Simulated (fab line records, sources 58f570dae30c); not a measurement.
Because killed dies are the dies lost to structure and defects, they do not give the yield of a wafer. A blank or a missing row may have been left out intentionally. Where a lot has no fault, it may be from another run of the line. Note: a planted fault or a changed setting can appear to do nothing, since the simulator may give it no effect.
Split-lot study :: flow berkeley_cmos170 :: route with 331 steps; 5 lots, 23 wafers read

== SPLIT DETAILS ==
At UCB170_M3_PEB_13, the setting peb_temp_c was moved away from the recipe's 130 C on 10 of the 23 wafers read, by -2.7% to +1.7%. The other wafers ran this setting at the recipe's value.

== FROM THE SPLIT TO THE READING: what the file shows between them, 5 steps ==
- UCB170_M3_DEVELOP_14: develop time 45 s
- UCB170_M3_CD_MEAS_15: target cd 700 nm
- UCB170_M3_ETCH_17: etches BARC in N2/H2
- UCB170_M3_METAL_ETCH_18: etches Al in Cl2/BCl3, stops on SiO2, target depth 1170 nm, time 195 s
- UCB170_M3_STRIP_19: strips in O2

== THE READING ==
cd_nm (nm) at UCB170_M3_CD_MEAS_90, where the cd target is 700 nm. Typical for fault-free wafers on this fab line: 699.8 nm, with standard deviation 2.8 nm.

wafer: L074.1
tool, chamber at the split: litho_track-04, 0
peb_temp_c as run, C: 132.2
against the recipe: +1.7%
cd_nm, nm: 686.4
against lot-mates on the recipe: -12.1

wafer: L074.2
tool, chamber at the split: litho_track-04, 0
peb_temp_c as run, C: 132.2
against the recipe: +1.7%
cd_nm, nm: 685.2
against lot-mates on the recipe: -13.3

wafer: L074.3
tool, chamber at the split: litho_track-04, 0
peb_temp_c as run, C: 130
against the recipe: recipe
cd_nm, nm: 697.9
against lot-mates on the recipe: -

wafer: L074.4
tool, chamber at the split: litho_track-04, 0
peb_temp_c as run, C: 132.2
against the recipe: +1.7%
cd_nm, nm: 685.0
against lot-mates on the recipe: -13.5

wafer: L074.6
tool, chamber at the split: litho_track-04, 0
peb_temp_c as run, C: 130
against the recipe: recipe
cd_nm, nm: 699.1
against lot-mates on the recipe: -

wafer: L076.1
tool, chamber at the split: litho_track-04, 0
peb_temp_c as run, C: 130
against the recipe: recipe
cd_nm, nm: 706.3
against lot-mates on the recipe: -

wafer: L076.2
tool, chamber at the split: litho_track-04, 0
peb_temp_c as run, C: 130
against the recipe: recipe
cd_nm, nm: 697.1
against lot-mates on the recipe: -

wafer: L076.3
tool, chamber at the split: litho_track-04, 0
peb_temp_c as run, C: 131.6
against the recipe: +1.2%
cd_nm, nm: 686.3
against lot-mates on the recipe: -15.0

wafer: L076.5
tool, chamber at the split: litho_track-04, 0
peb_temp_c as run, C: 131.6
against the recipe: +1.2%
cd_nm, nm: 690.8
against lot-mates on the recipe: -10.5

wafer: L076.6
tool, chamber at the split: litho_track-04, 0
peb_temp_c as run, C: 130
against the recipe: recipe
cd_nm, nm: 700.4
against lot-mates on the recipe: -

wafer: L075.1
tool, chamber at the split: litho_track-03, 0
peb_temp_c as run, C: 127.1
against the recipe: -2.2%
cd_nm, nm: 717.9
against lot-mates on the recipe: +21.6

wafer: L075.2
tool, chamber at the split: litho_track-03, 0
peb_temp_c as run, C: 127.1
against the recipe: -2.2%
cd_nm, nm: 722.3
against lot-mates on the recipe: +26.0

wafer: L075.3
tool, chamber at the split: litho_track-03, 0
peb_temp_c as run, C: 127.1
against the recipe: -2.2%
cd_nm, nm: 720.7
against lot-mates on the recipe: +24.5

wafer: L075.5
tool, chamber at the split: litho_track-03, 0
peb_temp_c as run, C: 130
against the recipe: recipe
cd_nm, nm: 697.1
against lot-mates on the recipe: -

wafer: L075.6
tool, chamber at the split: litho_track-03, 0
peb_temp_c as run, C: 130
against the recipe: recipe
cd_nm, nm: 695.4
against lot-mates on the recipe: -

wafer: L079.1
tool, chamber at the split: litho_track-01, 0
peb_temp_c as run, C: 126.5
against the recipe: -2.7%
cd_nm, nm: 727.6
against lot-mates on the recipe: +28.5

wafer: L079.2
tool, chamber at the split: litho_track-01, 0
peb_temp_c as run, C: 130
against the recipe: recipe
cd_nm, nm: 696.4
against lot-mates on the recipe: -

wafer: L079.3
tool, chamber at the split: litho_track-01, 0
peb_temp_c as run, C: 130
against the recipe: recipe
cd_nm, nm: 699.2
against lot-mates on the recipe: -

wafer: L079.5
tool, chamber at the split: litho_track-01, 0
peb_temp_c as run, C: 126.5
against the recipe: -2.7%
cd_nm, nm: 722.4
against lot-mates on the recipe: +23.3

wafer: L079.6
tool, chamber at the split: litho_track-01, 0
peb_temp_c as run, C: 130
against the recipe: recipe
cd_nm, nm: 701.6
against lot-mates on the recipe: -

wafer: L084.2
tool, chamber at the split: litho_track-04, 0
peb_temp_c as run, C: 130
against the recipe: recipe
cd_nm, nm: 699.1
against lot-mates on the recipe: -

wafer: L084.3
tool, chamber at the split: litho_track-04, 0
peb_temp_c as run, C: 130
against the recipe: recipe
cd_nm, nm: 696.7
against lot-mates on the recipe: -

wafer: L084.5
tool, chamber at the split: litho_track-04, 0
peb_temp_c as run, C: 130
against the recipe: recipe
cd_nm, nm: 701.5
against lot-mates on the recipe: -

THE FIT
A straight line over all 23 wafers: cd_nm changes by -9.11 nm for each +1% of peb_temp_c; r = -0.98; the points scatter about the line by 2.7 nm.
The same after taking each lot's own level away (the mean of its wafers on the recipe; 23 wafers): -9.61 nm for each +1%; r = -0.98; scatter 2.7 nm.
The reading moves by 26 nm for the largest change in peb_temp_c, on that fit.
Across the lots, their own levels run from 696.25 to 701.27 nm, a range of 1.8 times the standard deviation given above.
The two slopes are in agreement: the lot-to-lot level therefore moves the slope only a little.
Check: +26.1 nm against its lot-mates is what the line predicts for one of the wafers moved furthest among these (-2.7%) when that wafer is left out of the fit. It came out at +28.5 nm against them.

== THE WHOLE CHAIN: every reading that the file lists as answering this split, in the file's order ==
step: UCB170_M3_CD_MEAS_15
what it does: target cd 700 nm
reading: cd_nm
change (the file's fit): -9.47 nm for each +1% of the setting
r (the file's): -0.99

step: UCB170_M3_ETCH_17
what it does: etches BARC in N2/H2
reading: M3.cd_nm (the simulator's own value, which no gauge read)
change (the file's fit): -9.65 nm for each +1% of the setting
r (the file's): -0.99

step: UCB170_M3_METAL_ETCH_18
what it does: etches Al in Cl2/BCl3, stops on SiO2, target depth 1170 nm, time 195 s
reading: M3.cd_nm (the simulator's own value, which no gauge read)
change (the file's fit): -9.76 nm for each +1% of the setting
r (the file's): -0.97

step: UCB170_M3_CD_MEAS_90
what it does: target cd 700 nm
reading: cd_nm
change (the file's fit): -9.7 nm for each +1% of the setting
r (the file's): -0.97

== THE FILE'S OWN FIT ==
cd_nm changes by -9.7 nm for each +1% of peb_temp_c, r = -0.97.
